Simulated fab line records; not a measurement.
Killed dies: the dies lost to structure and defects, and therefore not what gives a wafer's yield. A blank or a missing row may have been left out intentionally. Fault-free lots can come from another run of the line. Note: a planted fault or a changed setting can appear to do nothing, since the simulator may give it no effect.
fab line records | flow rit_cmos
record lots=6 | wafers=18 | last_day=8
route steps=202 shown PLDD@120 SPACER@125 NSD@131 PSD@142 M1@202
lots with no fault: from the same line, run without faults
start_h: the number of hours between the record's first day and the start of the first shown wafer of the lot | wait_h: how many hours have passed since the lot's step before this one | " as in the row above | L1.1+2: a single row standing in for several wafers | - no value present, or no start provided | * or withheld: withheld | < > ~ a bound
route shown NAME@n: names a module that has steps shown in the file, with the first one's number in the route | usual: the fault-free wafers' mean and standard deviation | same: alike in all rows | chamber/n: place in a boat | sites: per-site readings | _std_site: the values' standard deviation | _edge_site: the outer-site mean with the inner-site mean subtracted | radius_mm: how far each site lies from the wafer's centre | mask NAME#n: copy n | behind: the last tool/chamber to shape the wafer | hold: cause of the lot's hold/its duration in hours/its outcome | device: transistor that didn't switch, given as n, p or np | end of line: tests run on the same wafers once the route is complete | a step with no rows: only its recipe | killed: dies that structure and defects cost at the first sort, which is not the same as the wafer's yield | map: the dies of a wafer, with x for killed, . for not killed, _ for no die there
set.NAME: the setting as run; set.NAME@STEP: as run at that earlier step | model.NAME: the simulator's own value behind a step, which no gauge read
lots seen at some steps along the route; tables by step, rows by wafer
services: the hour from which a tool's chamber was out of use, counted from the record's first day as start_h (under 0 if before that day), plus the number of hours and why
## steps
# step RIT_PLDD_OVL_MEAS_06
# usual PLDD_OVL=-1.1/1.5
lot.wafer | tool       | chamber | start_h | wait_h | PLDD_OVL[nm]
L646.3    | overlay-02 | -       | 49.68   | -      | -2.0
L646.5    | "          | -       | "       | "      | -3.1
L646.6    | "          | -       | "       | "      | -1.4
L655.1    | overlay-02 | -       | 94.43   | -      | -0.3
L655.2    | "          | -       | "       | "      | -0.9
L655.5    | "          | -       | "       | "      | 1.0
L657.2    | overlay-02 | -       | 101.72  | -      | -2.1
L657.4    | "          | -       | "       | "      | -1.8
L657.6    | "          | -       | "       | "      | -3.0
L667.2    | overlay-01 | -       | 153.27  | -      | -0.1
L667.3    | "          | -       | "       | "      | -1.1
L667.4    | "          | -       | "       | "      | -0.6
L668.2    | overlay-02 | -       | 168.51  | -      | -1.3
L668.4    | "          | -       | "       | "      | -0.8
L668.5    | "          | -       | "       | "      | 0.0
L669.4    | overlay-02 | -       | 173.34  | -      | -1.3
L669.5    | "          | -       | "       | "      | -1.4
L669.6    | "          | -       | "       | "      | -0.7
# step RIT_PLDD_HARDBAKE_07
# recipe resist=NOVOLAK | temp_c=140 | time_s=60
# step RIT_PLDD_IMPLANT_08
# recipe species=BF2 | energy_kev=20 | dose_cm2=9e+14 | tilt_deg=7
# step RIT_PLDD_STRIP_09
# recipe chemistry=O2 | time_s=180 | resist=NOVOLAK | platen_temp_c=withheld | power_w=500 | pressure_mtorr=4000 | o2_flow_sccm=4000
# usual drypump_motor_current_A=5.8/0.56
lot.wafer | tool            | chamber | start_h | wait_h | drypump_motor_current_A | rf_hours_counter_h
L646.3    | plasma_asher-01 | 0       | 50.06   | 0.1    | 5.6                     | -
L646.5    | "               | 0       | "       | "      | 5.6                     | -
L646.6    | "               | 1       | "       | "      | 6.1                     | -
L655.1    | plasma_asher-02 | 0       | 94.77   | 0.1    | 6.5                     | 47
L655.2    | "               | 1       | "       | "      | 5.1                     | 47
L655.5    | "               | 1       | "       | "      | 5.1                     | -
L657.2    | plasma_asher-02 | 0       | 102.05  | 0.1    | 6.5                     | 48
L657.4    | "               | 0       | "       | "      | 6.6                     | -
L657.6    | "               | 1       | "       | "      | 5.2                     | -
L667.2    | plasma_asher-02 | 0       | 153.60  | 0.1    | 6.5                     | 54
L667.3    | "               | 1       | "       | "      | 5.2                     | -
L667.4    | "               | 0       | "       | "      | 6.6                     | -
L668.2    | plasma_asher-02 | 1       | 168.84  | 0.1    | 5.1                     | 55
L668.4    | "               | 0       | "       | "      | 6.5                     | -
L668.5    | "               | 0       | "       | "      | 6.5                     | -
L669.4    | plasma_asher-02 | 0       | 173.95  | 0.1    | 6.5                     | -
L669.5    | "               | 1       | "       | "      | 5.2                     | -
L669.6    | "               | 0       | "       | "      | 6.5                     | -
# step RIT_PLDD_TW_MEAS_10
# usual PLDD_TW=2355/16
lot.wafer | tool          | chamber | start_h | wait_h | PLDD_TW
L646.3    | film_metro-03 | -       | 50.20   | 0.1    | 2321
L646.5    | "             | -       | "       | "      | 2325
L646.6    | "             | -       | "       | "      | 2332
L655.1    | film_metro-01 | -       | 94.94   | 0.1    | 2350
L655.2    | "             | -       | "       | "      | 2347
L655.5    | "             | -       | "       | "      | 2352
L657.2    | film_metro-04 | -       | 102.23  | 0.1    | 2367
L657.4    | "             | -       | "       | "      | 2378
L657.6    | "             | -       | "       | "      | 2365
L667.2    | film_metro-01 | -       | 153.79  | 0.1    | 2349
L667.3    | "             | -       | "       | "      | 2363
L667.4    | "             | -       | "       | "      | 2338
L668.2    | film_metro-01 | -       | 169.03  | 0.1    | 2355
L668.4    | "             | -       | "       | "      | 2342
L668.5    | "             | -       | "       | "      | 2352
L669.4    | film_metro-01 | -       | 174.09  | 0.1    | 2360
L669.5    | "             | -       | "       | "      | 2351
L669.6    | "             | -       | "       | "      | 2344
# step RIT_SPACER_CLEAN_00
# recipe chemistry=SC1 | mix=3:3:50 | time_s=600 | temp_c=75
# step RIT_SPACER_CLEAN_01
# recipe chemistry=dHF | dilution=50:1 | time_s=30
# step RIT_SPACER_CLEAN_02
# recipe chemistry=SC2 | mix=3:3:50 | time_s=600 | temp_c=75 | dry=n2_spin
# step RIT_SPACER_CVD_03
# recipe material=Si3N4 | target_thk_nm=250 | temp_c=810 | precursor=SiH2Cl2/NH3 | time_s=3300 | pressure_mtorr=300 | sih2cl2_flow_sccm=60 | nh3_flow_sccm=150
# step RIT_SPACER_THK_MEAS_04
# recipe reads=Si3N4_of_SPACER_CVD_03
# usual SPACER_NITRIDE_THK=249.0/2.3
lot.wafer | tool          | chamber | start_h | wait_h | SPACER_NITRIDE_THK[nm]
L646.3    | film_metro-04 | -       | 52.74   | 0.0    | 249.2
L646.5    | "             | -       | "       | "      | 250.0
L646.6    | "             | -       | "       | "      | 251.4
L655.1    | film_metro-04 | -       | 97.28   | 0.0    | 251.3
L655.2    | "             | -       | "       | "      | 250.4
L655.5    | "             | -       | "       | "      | 250.7
L657.2    | film_metro-02 | -       | 104.59  | 0.0    | 245.5
L657.4    | "             | -       | "       | "      | 246.9
L657.6    | "             | -       | "       | "      | 247.0
L667.2    | film_metro-02 | -       | 156.16  | 0.0    | 247.1
L667.3    | "             | -       | "       | "      | 248.3
L667.4    | "             | -       | "       | "      | 247.2
L668.2    | film_metro-03 | -       | 171.37  | 0.0    | 250.5
L668.4    | "             | -       | "       | "      | 249.8
L668.5    | "             | -       | "       | "      | 249.2
L669.4    | film_metro-03 | -       | 176.44  | 0.0    | 251.2
L669.5    | "             | -       | "       | "      | 249.5
L669.6    | "             | -       | "       | "      | 250.4
# step RIT_SPACER_ETCHBACK_05
# recipe target_depth_a=2500 | SF6_flow_sccm=30 | CHF3_flow_sccm=30 | target=Si3N4 | chemistry=SF6/CHF3 | pressure_mtorr=40 | rf_w=250 | time_s=240 | stop_on=SiO2
# usual drypump_motor_current_A=5.8/0.66 | oes_product_au=0.843/0.016 | throttle_valve_pct=10.14/0.13
lot.wafer | tool        | chamber | start_h | wait_h | drypump_motor_current_A | oes_product_au | rf_hours_counter_h | throttle_valve_pct
L646.3    | rie_diel-01 | 3       | 52.78   | 0.0    | 6.5                     | 0.857          | 146                | 10.22
L646.5    | "           | 1       | "       | "      | 5.9                     | 0.846          | -                  | 10.13
L646.6    | "           | 2       | "       | "      | 4.6                     | 0.830          | -                  | 10.13
L655.1    | rie_diel-01 | 3       | 97.34   | 0.1    | 6.5                     | 0.846          | 147                | 10.21
L655.2    | "           | 1       | "       | "      | 5.9                     | 0.851          | 40                 | 10.16
L655.5    | "           | 3       | "       | "      | 6.5                     | 0.855          | -                  | 10.22
L657.2    | rie_diel-04 | 1       | 104.64  | 0.0    | 6.0                     | 0.858          | 13                 | 10.03
L657.4    | "           | 0       | "       | "      | 5.8                     | 0.822          | 131                | 10.38
L657.6    | "           | 2       | "       | "      | 5.6                     | 0.824          | -                  | 9.97
L667.2    | rie_diel-02 | 1       | 156.21  | 0.0    | 6.7                     | 0.848          | 34                 | 10.19
L667.3    | "           | 0       | "       | "      | 6.1                     | 0.845          | 7                  | 10.26
L667.4    | "           | 2       | "       | "      | 6.7                     | 0.855          | 7                  | 10.03
L668.2    | rie_diel-01 | 1       | 171.42  | 0.0    | 5.9                     | 0.833          | 42                 | 10.17
L668.4    | "           | 2       | "       | "      | 4.7                     | 0.813          | -                  | 10.12
L668.5    | "           | 0       | "       | "      | 6.0                     | 0.865          | -                  | 9.99
L669.4    | rie_diel-02 | 0       | 176.47  | 0.0    | 6.1                     | 0.845          | 7                  | 10.25
L669.5    | "           | 2       | "       | "      | 6.7                     | 0.866          | -                  | 10.04
L669.6    | "           | 3       | "       | "      | 4.8                     | 0.847          | -                  | 10.00
# step RIT_NSD_HMDS_00
# recipe prime_time_s=60 | prime_temp_c=140
# step RIT_NSD_COAT_01
# recipe resist=NOVOLAK | spin_rpm=3250 | resist_thk_nm=1000
# usual chill_plate_temp_C=22.98/0.12 | dispense_pressure_kPa=44.0/0.61
lot.wafer | tool           | chamber | start_h | wait_h | chill_plate_temp_C | dispense_pressure_kPa
L646.3    | litho_track-02 | 0       | 53.13   | 0.1    | 22.92              | 44.3
L646.5    | "              | 0       | "       | "      | 22.94              | 44.4
L646.6    | "              | 0       | "       | "      | 22.97              | 44.4
L655.1    | litho_track-03 | 0       | 97.64   | 0.1    | 23.08              | 43.4
L655.2    | "              | 0       | "       | "      | 22.92              | 43.4
L655.5    | "              | 0       | "       | "      | 23.22              | 43.4
L657.2    | litho_track-03 | 0       | 104.97  | 0.1    | 22.98              | 43.4
L657.4    | "              | 0       | "       | "      | 22.81              | 43.4
L657.6    | "              | 0       | "       | "      | 23.05              | 43.4
L667.2    | litho_track-02 | -       | 156.54  | 0.1    | -                  | -
L667.3    | "              | -       | "       | "      | -                  | -
L667.4    | "              | -       | "       | "      | -                  | -
L668.2    | litho_track-01 | -       | 171.75  | 0.1    | -                  | -
L668.4    | "              | -       | "       | "      | -                  | -
L668.5    | "              | -       | "       | "      | -                  | -
L669.4    | litho_track-03 | 0       | 176.84  | 0.1    | 23.05              | 43.4
L669.5    | "              | 0       | "       | "      | 23.01              | 43.4
L669.6    | "              | 0       | "       | "      | 22.93              | 43.4
# step RIT_NSD_SOFTBAKE_02
# recipe resist=NOVOLAK | temp_c=90 | time_s=60
# step RIT_NSD_EXPOSE_03
# recipe mask_id=M9 | na=0.57 | target_cd_nm=40700 | dose_mj=250
# step RIT_NSD_PEB_04
# recipe resist=NOVOLAK | temp_c=withheld | time_s=withheld
# step RIT_NSD_DEVELOP_05
# recipe resist=NOVOLAK | develop_time_s=50 | dev_temp_c=23
# step RIT_NSD_OVL_MEAS_06
# usual NSD_OVL=-0.5/1.9
lot.wafer | tool       | chamber | start_h | wait_h | NSD_OVL[nm]
L646.3    | overlay-01 | -       | 53.92   | -      | 0.1
L646.5    | "          | -       | "       | "      | -0.6
L646.6    | "          | -       | "       | "      | -0.2
L655.1    | overlay-01 | -       | 98.34   | -      | -2.0
L655.2    | "          | -       | "       | "      | -5.2
L655.5    | "          | -       | "       | "      | -2.8
L657.2    | overlay-01 | -       | 105.85  | -      | -0.1
L657.4    | "          | -       | "       | "      | -0.3
L657.6    | "          | -       | "       | "      | -0.2
L667.2    | overlay-02 | -       | 157.22  | -      | -
L667.3    | "          | -       | "       | "      | -
L667.4    | "          | -       | "       | "      | -
L668.2    | overlay-01 | -       | 172.43  | -      | -
L668.4    | "          | -       | "       | "      | -
L668.5    | "          | -       | "       | "      | -
L669.4    | overlay-01 | -       | 177.49  | -      | -3.4
L669.5    | "          | -       | "       | "      | -2.0
L669.6    | "          | -       | "       | "      | -2.7
# step RIT_NSD_HARDBAKE_07
# recipe resist=NOVOLAK | temp_c=140 | time_s=60
# step RIT_NSD_IMPLANT_08
# recipe species=P | energy_kev=25 | dose_cm2=1e+15 | tilt_deg=7
# step RIT_NSD_STRIP_09
# recipe chemistry=O2 | time_s=180 | resist=NOVOLAK | platen_temp_c=withheld | power_w=500 | pressure_mtorr=4000 | o2_flow_sccm=4000
# usual drypump_motor_current_A=5.7/0.37
lot.wafer | tool            | chamber | start_h | wait_h | drypump_motor_current_A | rf_hours_counter_h
L646.3    | plasma_asher-03 | 1       | 54.30   | 0.1    | 5.2                     | -
L646.5    | "               | 0       | "       | "      | 6.0                     | -
L646.6    | "               | 1       | "       | "      | 5.2                     | -
L655.1    | plasma_asher-01 | 0       | 98.68   | 0.1    | 5.6                     | 26
L655.2    | "               | 1       | "       | "      | 6.1                     | 26
L655.5    | "               | 0       | "       | "      | 5.6                     | -
L657.2    | plasma_asher-03 | 0       | 106.18  | 0.1    | 6.0                     | 46
L657.4    | "               | 1       | "       | "      | 5.2                     | -
L657.6    | "               | 0       | "       | "      | 6.0                     | -
L667.2    | plasma_asher-04 | 0       | 157.55  | 0.1    | 5.7                     | 4
L667.3    | "               | 0       | "       | "      | 5.8                     | -
L667.4    | "               | 1       | "       | "      | 5.1                     | -
L668.2    | plasma_asher-01 | 1       | 172.76  | 0.1    | 6.1                     | 33
L668.4    | "               | 1       | "       | "      | 6.1                     | -
L668.5    | "               | 0       | "       | "      | 5.6                     | -
L669.4    | plasma_asher-01 | 0       | 177.86  | 0.1    | 5.6                     | -
L669.5    | "               | 1       | "       | "      | 6.1                     | -
L669.6    | "               | 0       | "       | "      | 5.6                     | -
# step RIT_NSD_TW_MEAS_10
# usual NSD_TW=3129/21
lot.wafer | tool          | chamber | start_h | wait_h | NSD_TW
L646.3    | film_metro-01 | -       | 54.43   | 0.1    | 3114
L646.5    | "             | -       | "       | "      | 3111
L646.6    | "             | -       | "       | "      | 3103
L655.1    | film_metro-04 | -       | 98.85   | 0.1    | 3144
L655.2    | "             | -       | "       | "      | 3139
L655.5    | "             | -       | "       | "      | 3155
L657.2    | film_metro-01 | -       | 106.36  | 0.1    | 3137
L657.4    | "             | -       | "       | "      | 3138
L657.6    | "             | -       | "       | "      | 3153
L667.2    | film_metro-03 | -       | 157.74  | 0.1    | 3118
L667.3    | "             | -       | "       | "      | 3123
L667.4    | "             | -       | "       | "      | 3110
L668.2    | film_metro-03 | -       | 172.94  | 0.1    | 3093
L668.4    | "             | -       | "       | "      | 3088
L668.5    | "             | -       | "       | "      | 3096
L669.4    | film_metro-03 | -       | 178.01  | 0.1    | 3089
L669.5    | "             | -       | "       | "      | 3092
L669.6    | "             | -       | "       | "      | 3084
# step RIT_PSD_HMDS_00
# recipe prime_time_s=60 | prime_temp_c=140
# step RIT_PSD_COAT_01
# recipe resist=NOVOLAK | spin_rpm=3250 | resist_thk_nm=1000
# step RIT_PSD_SOFTBAKE_02
# recipe resist=NOVOLAK | temp_c=90 | time_s=60
# step RIT_PSD_EXPOSE_03
# recipe mask_id=M10 | na=0.57 | target_cd_nm=40900 | dose_mj=250
# step RIT_PSD_PEB_04
# recipe resist=NOVOLAK | temp_c=withheld | time_s=withheld
# step RIT_PSD_DEVELOP_05
# recipe resist=NOVOLAK | develop_time_s=50 | dev_temp_c=23
# step RIT_PSD_OVL_MEAS_06
# usual PSD_OVL=0.0/1.5
lot.wafer | tool       | chamber | start_h | wait_h | PSD_OVL[nm]
L646.3    | overlay-01 | -       | 55.34   | -      | 2.7
L646.5    | "          | -       | "       | "      | 1.6
L646.6    | "          | -       | "       | "      | 1.8
L655.1    | overlay-02 | -       | 99.89   | -      | 2.4
L655.2    | "          | -       | "       | "      | 2.5
L655.5    | "          | -       | "       | "      | 3.3
L657.2    | overlay-02 | -       | 107.34  | -      | -1.8
L657.4    | "          | -       | "       | "      | -1.7
L657.6    | "          | -       | "       | "      | -2.7
L667.2    | overlay-01 | -       | 158.64  | -      | 1.2
L667.3    | "          | -       | "       | "      | 0.3
L667.4    | "          | -       | "       | "      | 1.0
L668.2    | overlay-01 | -       | 173.97  | -      | -1.4
L668.4    | "          | -       | "       | "      | 0.7
L668.5    | "          | -       | "       | "      | 1.2
L669.4    | overlay-01 | -       | 178.91  | -      | -0.7
L669.5    | "          | -       | "       | "      | -0.1
L669.6    | "          | -       | "       | "      | -0.8
# step RIT_PSD_HARDBAKE_07
# recipe resist=NOVOLAK | temp_c=140 | time_s=60
# step RIT_PSD_IMPLANT_08
# recipe species=BF2 | energy_kev=27 | dose_cm2=5e+15 | tilt_deg=7
# step RIT_PSD_STRIP_09
# recipe chemistry=O2 | time_s=180 | resist=NOVOLAK | platen_temp_c=withheld | power_w=500 | pressure_mtorr=4000 | o2_flow_sccm=4000
# usual drypump_motor_current_A=5.6/0.52
lot.wafer | tool            | chamber | start_h | wait_h | drypump_motor_current_A | rf_hours_counter_h
L646.3    | plasma_asher-02 | 0       | 55.72   | 0.1    | 6.5                     | -
L646.5    | "               | 1       | "       | "      | 5.2                     | -
L646.6    | "               | 0       | "       | "      | 6.5                     | -
L655.1    | plasma_asher-03 | 0       | 100.35  | 0.1    | 6.0                     | 45
L655.2    | "               | 1       | "       | "      | 5.2                     | 45
L655.5    | "               | 1       | "       | "      | 5.2                     | -
L657.2    | plasma_asher-02 | 0       | 107.67  | 0.1    | 6.5                     | 48
L657.4    | "               | 1       | "       | "      | 5.1                     | -
L657.6    | "               | 1       | "       | "      | 5.2                     | -
L667.2    | plasma_asher-04 | 1       | 158.97  | 0.1    | 5.1                     | 4
L667.3    | "               | 1       | "       | "      | 5.1                     | -
L667.4    | "               | 0       | "       | "      | 5.7                     | -
L668.2    | plasma_asher-03 | 0       | 174.44  | 0.1    | 6.0                     | 53
L668.4    | "               | 1       | "       | "      | 5.2                     | -
L668.5    | "               | 0       | "       | "      | 6.0                     | -
L669.4    | plasma_asher-03 | 1       | 179.29  | 0.1    | 5.2                     | -
L669.5    | "               | 0       | "       | "      | 6.0                     | -
L669.6    | "               | 1       | "       | "      | 5.2                     | -
# step RIT_PSD_TW_MEAS_10
# usual PSD_TW=3438/25
lot.wafer | tool          | chamber | start_h | wait_h | hold                     | PSD_TW
L646.3    | film_metro-04 | -       | 55.86   | 0.1    | -                        | 3495
L646.5    | "             | -       | "       | "      | -                        | 3476
L646.6    | "             | -       | "       | "      | -                        | 3480
L655.1    | film_metro-01 | -       | 100.53  | 0.1    | -                        | 3461
L655.2    | "             | -       | "       | "      | -                        | 3440
L655.5    | "             | -       | "       | "      | -                        | 3451
L657.2    | film_metro-03 | -       | 107.86  | 0.1    | -                        | 3412
L657.4    | "             | -       | "       | "      | -                        | 3434
L657.6    | "             | -       | "       | "      | -                        | 3410
L667.2    | film_metro-04 | -       | 159.16  | 0.1    | await_dispo/0.2h/release | 3662
L667.3    | "             | -       | "       | "      | await_dispo/0.2h/release | 3662
L667.4    | "             | -       | "       | "      | await_dispo/0.2h/release | 3663
L667.2    | film_metro-04 | -       | 159.38  | 0.2    | -                        | 3645
L667.3    | "             | -       | "       | "      | -                        | 3657
L667.4    | "             | -       | "       | "      | -                        | 3639
L668.2    | film_metro-01 | -       | 174.63  | 0.1    | await_dispo/0.2h/release | 3617
L668.4    | "             | -       | "       | "      | await_dispo/0.2h/release | 3627
L668.5    | "             | -       | "       | "      | await_dispo/0.2h/release | 3633
L668.2    | film_metro-01 | -       | 174.85  | 0.2    | -                        | 3614
L668.4    | "             | -       | "       | "      | -                        | 3639
L668.5    | "             | -       | "       | "      | -                        | 3621
L669.4    | film_metro-01 | -       | 179.44  | 0.1    | -                        | 3417
L669.5    | "             | -       | "       | "      | -                        | 3404
L669.6    | "             | -       | "       | "      | -                        | 3428
# step RIT_M1_PROBE_99
# usual killed_at_contacts=0.1/0.23 | killed_at_front_end=7/3 | killed_dies=7/3 | killed_on_rim=1.8/1.5 | killed_open=3.3/1.8 | killed_short=3.3/2.2
# same gross_dies=264 | killed_at_M0_to_M3=0 | killed_at_M4_up=0 | killed_at_back_side=0 | killed_at_other=0
lot.wafer | tool      | chamber | start_h | wait_h | hold                   | killed_at_contacts | killed_at_front_end | killed_dies | killed_on_rim | killed_open | killed_short
L646.3    | prober-01 | -       | 63.80   | 0.2    | -                      | 0                  | 7                   | 7           | 0             | 2           | 5
L646.5    | prober-01 | -       | 63.90   | 0.2    | -                      | 0                  | 8                   | 8           | 2             | 5           | 3
L646.6    | prober-01 | -       | 63.95   | 0.2    | -                      | 0                  | 5                   | 5           | 2             | 4           | 1
L655.1    | prober-01 | -       | 109.18  | 0.1    | -                      | 0                  | 5                   | 5           | 2             | 3           | 2
L655.2    | prober-01 | -       | 109.23  | 0.1    | -                      | 0                  | 6                   | 6           | 2             | 1           | 5
L655.5    | prober-01 | -       | 109.38  | 0.2    | -                      | 0                  | 8                   | 8           | 3             | 4           | 4
L657.2    | prober-01 | -       | 116.15  | 0.1    | -                      | 0                  | 10                  | 10          | 5             | 3           | 7
L657.4    | prober-01 | -       | 116.25  | 0.2    | -                      | 0                  | 8                   | 8           | 1             | 5           | 3
L657.6    | prober-01 | -       | 116.35  | 0.2    | -                      | 1                  | 1                   | 2           | 1             | 1           | 1
L667.2    | prober-02 | -       | 168.84  | 0.1    | await_dispo/3.5h/scrap | 0                  | 264                 | 264         | 70            | 2           | 3
L667.3    | prober-02 | -       | 168.89  | 0.2    | await_dispo/3.5h/scrap | 0                  | 264                 | 264         | 70            | 4           | 1
L667.4    | prober-02 | -       | 168.94  | 0.2    | await_dispo/3.5h/scrap | 0                  | 264                 | 264         | 70            | 3           | 5
L668.2    | prober-01 | -       | 186.39  | 0.1    | await_dispo/1.4h/scrap | 0                  | 264                 | 264         | 70            | 5           | 11
L668.4    | prober-01 | -       | 186.49  | 0.2    | await_dispo/1.4h/scrap | 0                  | 264                 | 264         | 70            | 2           | 3
L668.5    | prober-01 | -       | 186.54  | 0.2    | await_dispo/1.4h/scrap | 0                  | 264                 | 264         | 70            | 6           | 5
L669.4    | prober-02 | -       | 187.55  | 0.2    | -                      | 1                  | 2                   | 3           | 2             | 2           | 1
L669.5    | prober-02 | -       | 187.60  | 0.2    | -                      | 0                  | 6                   | 6           | 3             | 4           | 2
L669.6    | prober-02 | -       | 187.65  | 0.2    | -                      | 0                  | 7                   | 7           | 4             | 4           | 3
# killed by level:class
L646.3 GATE:geometric_particle:short=3 FOX1:geometric_particle:short=1 GATE:geometric_particle:open=1 SILICIDE:geometric_particle:open=1 SILICIDE:geometric_particle:short=1
L646.5 GATE:geometric_particle:open=3 GATE:geometric_particle:short=2 FOX2:geometric_particle:open=1 SPACER:geometric_particle:open=1 SPACER:geometric_particle:short=1
L646.6 GATE:geometric_particle:open=2 SPACER:geometric_particle:open=2 FOX2:geometric_particle:short=1
L655.1 GATE:geometric_particle:open=3 REOX:geometric_particle:short=1 SILICIDE:geometric_particle:short=1
L655.2 GATE:geometric_particle:short=2 FOX2:geometric_particle:short=1 REOX:geometric_particle:short=1 SPACER:geometric_particle:open=1 SPACER:geometric_particle:short=1
L655.5 GATE:geometric_particle:open=3 FOX1:geometric_particle:short=2 GATE:geometric_particle:short=1 REOX:geometric_particle:open=1 SILICIDE:geometric_particle:short=1
L657.2 REOX:geometric_particle:short=3 GATE:geometric_particle:short=2 GATE:geometric_particle:open=1 SPACER:geometric_particle:short=1 SPACER:geometric_particle:open=1 SILICIDE:geometric_particle:short=1 SILICIDE:geometric_particle:open=1
L657.4 GATE:geometric_particle:open=4 FOX1:geometric_particle:short=2 SPACER:geometric_particle:short=1 SILICIDE:geometric_particle:open=1
L657.6 GATE:geometric_particle:short=1 CONTACT:geometric_particle:open=1
L667.2 NSD:area_expose=259 GATE:geometric_particle:short=2 GATE:geometric_particle:open=2 FOX1:geometric_particle:short=1
L667.3 NSD:area_expose=259 SILICIDE:geometric_particle:open=3 SPACER:geometric_particle:open=1 SILICIDE:geometric_particle:short=1
L667.4 NSD:area_expose=256 SILICIDE:geometric_particle:short=4 GATE:geometric_particle:open=2 REOX:geometric_particle:short=1 SPACER:geometric_particle:open=1
L668.2 NSD:area_expose=248 SILICIDE:geometric_particle:short=3 SPACER:geometric_particle:short=3 FOX1:geometric_particle:open=2 GATE:geometric_particle:open=2 GATE:geometric_particle:short=2 REOX:geometric_particle:short=2 FOX2:geometric_particle:short=1
L668.4 NSD:area_expose=259 FOX1:geometric_particle:open=1 FOX1:geometric_particle:short=1 FOX2:geometric_particle:short=1 REOX:geometric_particle:open=1 SPACER:geometric_particle:short=1
L668.5 NSD:area_expose=253 SILICIDE:geometric_particle:open=3 SILICIDE:geometric_particle:short=3 SPACER:geometric_particle:short=2 FOX2:geometric_particle:open=1 GATE:geometric_particle:open=1 SPACER:geometric_particle:open=1
L669.4 GATE:geometric_particle:open=2 CONTACT:geometric_particle:short=1
L669.5 FOX2:geometric_particle:short=2 GATE:geometric_particle:open=2 FOX1:geometric_particle:open=1 REOX:geometric_particle:open=1
L669.6 FOX1:geometric_particle:open=2 GATE:geometric_particle:short=2 GATE:geometric_particle:open=1 REOX:geometric_particle:open=1 SILICIDE:geometric_particle:short=1
# map L667.2 (x killed, . not)
________xxxxxxx_______
_____xxxxxxxxxxxxx____
____xxxxxxxxxxxxxxx___
___xxxxxxxxxxxxxxxxx__
__xxxxxxxxxxxxxxxxxxx_
__xxxxxxxxxxxxxxxxxxx_
_xxxxxxxxxxxxxxxxxxxxx
_xxxxxxxxxxxxxxxxxxxxx
_xxxxxxxxxxxxxxxxxxxxx
_xxxxxxxxxxxxxxxxxxxxx
__xxxxxxxxxxxxxxxxxxx_
__xxxxxxxxxxxxxxxxxxx_
___xxxxxxxxxxxxxxxxx__
____xxxxxxxxxxxxxxx___
_____xxxxxxxxxxxxx____
________xxxxxxx_______
# map L668.2 (x killed, . not)
________xxxxxxx_______
_____xxxxxxxxxxxxx____
____xxxxxxxxxxxxxxx___
___xxxxxxxxxxxxxxxxx__
__xxxxxxxxxxxxxxxxxxx_
__xxxxxxxxxxxxxxxxxxx_
_xxxxxxxxxxxxxxxxxxxxx
_xxxxxxxxxxxxxxxxxxxxx
_xxxxxxxxxxxxxxxxxxxxx
_xxxxxxxxxxxxxxxxxxxxx
__xxxxxxxxxxxxxxxxxxx_
__xxxxxxxxxxxxxxxxxxx_
___xxxxxxxxxxxxxxxxx__
____xxxxxxxxxxxxxxx___
_____xxxxxxxxxxxxx____
________xxxxxxx_______
## services
tool            | chamber | start_h | hours | kind
rie_diel-04     | 0       | 33.63   | 15.6  | repair
rie_diel-04     | 2       | 47.36   | 17.2  | repair
rie_diel-04     | -       | 56.62   | 14.6  | pm
rie_diel-02     | 3       | 68.64   | -     | clean
rie_diel-02     | 3       | 68.64   | 20.6  | scheduled_down
rie_diel-02     | 3       | 68.64   | 20.6  | vent_cycle
rie_diel-01     | 0       | 87.76   | 5.4   | repair
rie_diel-01     | 0       | 93.16   | -     | clean
rie_diel-01     | 0       | 93.16   | 12.9  | scheduled_down
rie_diel-01     | 0       | 93.16   | 12.9  | vent_cycle
plasma_asher-04 | -       | 108.75  | 9.0   | pm
plasma_asher-04 | 0       | 108.75  | 9.0   | vent_cycle
plasma_asher-04 | 1       | 108.75  | 9.0   | vent_cycle
plasma_asher-04 | 0       | 117.75  | -     | clean
plasma_asher-04 | 1       | 117.75  | -     | clean
rie_diel-02     | 0       | 119.41  | 8.8   | repair
rie_diel-04     | 1       | 154.05  | 5.1   | repair
rie_diel-01     | 3       | 159.62  | -     | clean
rie_diel-01     | 3       | 159.62  | 24.0  | scheduled_down
rie_diel-01     | 3       | 159.62  | 24.0  | vent_cycle
rie_diel-02     | -       | 161.60  | 14.6  | pm
rie_diel-02     | -       | 178.54  | 1.6   | repair
## key
first_sign step=RIT_NSD_COAT_01 | reading=tool_record | direction=missing
effect step=RIT_NSD_OVL_MEAS_06 | reading=NSD_OVL | direction=missing
effect step=RIT_PSD_TW_MEAS_10 | reading=visit | direction=added
effect step=RIT_PSD_TW_MEAS_10 | reading=PSD_TW | direction=up | sigmas=8.2 | usual=3438 | struck=3644
effect step=RIT_M1_PROBE_99 | reading=killed_dies | direction=up | sigmas=86 | usual=7 | struck=264
more_kills_born_at RIT_NSD_EXPOSE_03@iline_stepper-02=1534
met_at RIT_NSD_COAT_01
struck_wafers L667.2,L667.3,L667.4,L668.2,L668.4,L668.5
tester_left_out L667,L668
onset_between 53.13 156.54
fault kind=skipped_step_whole | tool=litho_track-01,litho_track-02 | chamber=- | onset_h=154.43 | steps=RIT_NSD_COAT_01 | scope=struck_lots_only
# tester_left_out: of these lots the tester's yield and bins aren't shown, on N5 and GAA mostly nor the transistor test; their killed dies are dies lost to structure and defects alone, not to doping, threshold or leakage, so they don't give the yield
